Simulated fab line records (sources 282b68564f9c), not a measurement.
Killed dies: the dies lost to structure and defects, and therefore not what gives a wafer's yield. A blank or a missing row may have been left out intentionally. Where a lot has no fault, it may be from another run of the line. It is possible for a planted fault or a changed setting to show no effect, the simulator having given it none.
What tool caused it? -- flow rit_cmos -- 14 lots with 42 wafers sampled at 2 steps, on a route of 202 steps

== WHAT EACH GAUGE READ, for each wafer ==
RIT_SPACER_THK_MEAS_04. Usual: SPACER_NITRIDE_THK 250.1 nm, standard deviation 2.7.
lot,measured,on,SPACER_NITRIDE_THK (nm),flag
L519,day 3 05:53,film_metro-02,247.3 250.5 248.2,
L520,day 3 06:58,film_metro-04,245.6 244.6 245.8,
L521,day 3 19:32,film_metro-03,251.8 252.5 250.8,
L522,day 3 21:14,film_metro-02,247.7 247.3 247.1,
L524,day 4 11:41,film_metro-02,255.5 253.5 253.2,
L525,day 4 18:44,film_metro-03,248.4 250.2 251.4,
L526,day 4 21:14,film_metro-03,355.1 356.0 354.0 354.9 356.4 353.6,OFF
L528,day 5 01:46,film_metro-02,354.6 353.2 353.0 354.7 353.1 353.0,OFF
L535,day 6 09:07,film_metro-02,251.6 251.8 248.9,
L536,day 6 14:47,film_metro-04,249.8 249.5 247.8,
L537,day 6 17:16,film_metro-02,249.8 248.3 247.5,
L539,day 7 07:30,film_metro-02,250.8 250.7 247.2,
L541,day 7 21:02,film_metro-03,250.2 249.0 251.1,
L542,day 8 02:07,film_metro-04,255.5 255.1 254.7,

== EACH LOT AND THE TOOL THAT RAN IT (in order: tool; ch and the chambers of the sampled wafers; start) ==
lot,RIT_SPACER_CVD_03
L519,"lpcvd-01 ch 0, day 3 03:58"
L520,"lpcvd-02 ch 0, day 3 05:04"
L521,"lpcvd-02 ch 0, day 3 17:37"
L522,"lpcvd-01 ch 1, day 3 19:19"
L524,"lpcvd-02 ch 0, day 4 09:46"
L525,"lpcvd-01 ch 0, day 4 16:49"
L526,"lpcvd-02 ch 0, day 4 18:22"
L528,"lpcvd-02 ch 0, day 4 23:50"
L535,"lpcvd-01 ch 0, day 6 07:11"
L536,"lpcvd-01 ch 1, day 6 12:52"
L537,"lpcvd-01 ch 1, day 6 15:21"
L539,"lpcvd-01 ch 0, day 7 05:35"
L541,"lpcvd-01 ch 1, day 7 19:05"
L542,"lpcvd-02 ch 1, day 8 00:11"
- RIT_SPACER_CVD_03: deposits Si3N4 from SiH2Cl2/NH3, target thk 250 nm, time 3300 s.

== AS READ BY THE TOOLS THEMSELVES (means over the sampled wafers that have a number; for cases with no such wafer, the mark the record gives instead) ==
RIT_SPACER_CVD_03. Usual: sih2cl2_flow_sccm 60.00 sccm, standard deviation 0.19; spike_tc_centre_C 812.7 C, standard deviation 1.4; spike_tc_load_C 832.5 C, standard deviation 2.2; spike_tc_source_C 830.0 C, standard deviation 2.9; zone_power_load_pct 20.2 %, standard deviation 1.6.
lot,tool,sih2cl2_flow_sccm (sccm),spike_tc_centre_C (C),spike_tc_load_C (C),spike_tc_source_C (C),zone_power_load_pct (%),flag
L519,lpcvd-01,59.88,812.2,830.9,830.5,21.7,
L520,lpcvd-02,59.68,813.0,835.4,825.5,19.4,
L521,lpcvd-02,59.98,815.0,835.2,826.0,19.4,
L522,lpcvd-01,60.25,811.5,832.0,830.2,18.0,
L524,lpcvd-02,60.06,814.0,835.2,827.5,19.6,
L525,lpcvd-01,60.40,811.9,830.3,831.3,21.8,
L526,lpcvd-02,60.16,834.1,854.7,846.4,20.6,OFF
L528,lpcvd-02,59.89,833.3,855.5,847.0,20.6,OFF
L535,lpcvd-01,60.04,811.0,828.6,831.4,22.0,
L536,lpcvd-01,59.91,810.5,832.7,829.8,18.0,
L537,lpcvd-01,60.09,812.5,832.8,829.9,17.7,
L539,lpcvd-01,60.20,812.7,830.6,830.9,21.8,
L541,lpcvd-01,59.93,812.2,831.7,830.3,17.8,
L542,lpcvd-02,60.17,812.1,832.6,834.6,21.7,

== THE ANSWER, worked out from the rows above alone ==
Rule: a lot counts as off when the mean over its wafers that have a number is more than 3 standard deviations away from the usual mean. A lot without any number at a reading at which 4 lots or more have one is off too. Any other lot the step has rows for is counted as sound. Order of review: gauges by route order, followed by the tools' own readings, for which a lot's mean as printed above is used. At the first step where some lot is off, the reading lying furthest off is the one used; lots without a number count as furthest.
Off: L526, L528, seen at RIT_SPACER_THK_MEAS_04 (SPACER_NITRIDE_THK).
A tool fits if, at a process step before that reading, it ran every lot that is off, and no sound lot after the first of them. Not tried: the gauges at RIT_SPACER_THK_MEAS_04; whatever is off there is also off at RIT_SPACER_CVD_03, on other tools, and gauge error can't account for it. Not one of the candidates tried fits.

== WHAT THE SIMULATOR HAD INSERTED ==
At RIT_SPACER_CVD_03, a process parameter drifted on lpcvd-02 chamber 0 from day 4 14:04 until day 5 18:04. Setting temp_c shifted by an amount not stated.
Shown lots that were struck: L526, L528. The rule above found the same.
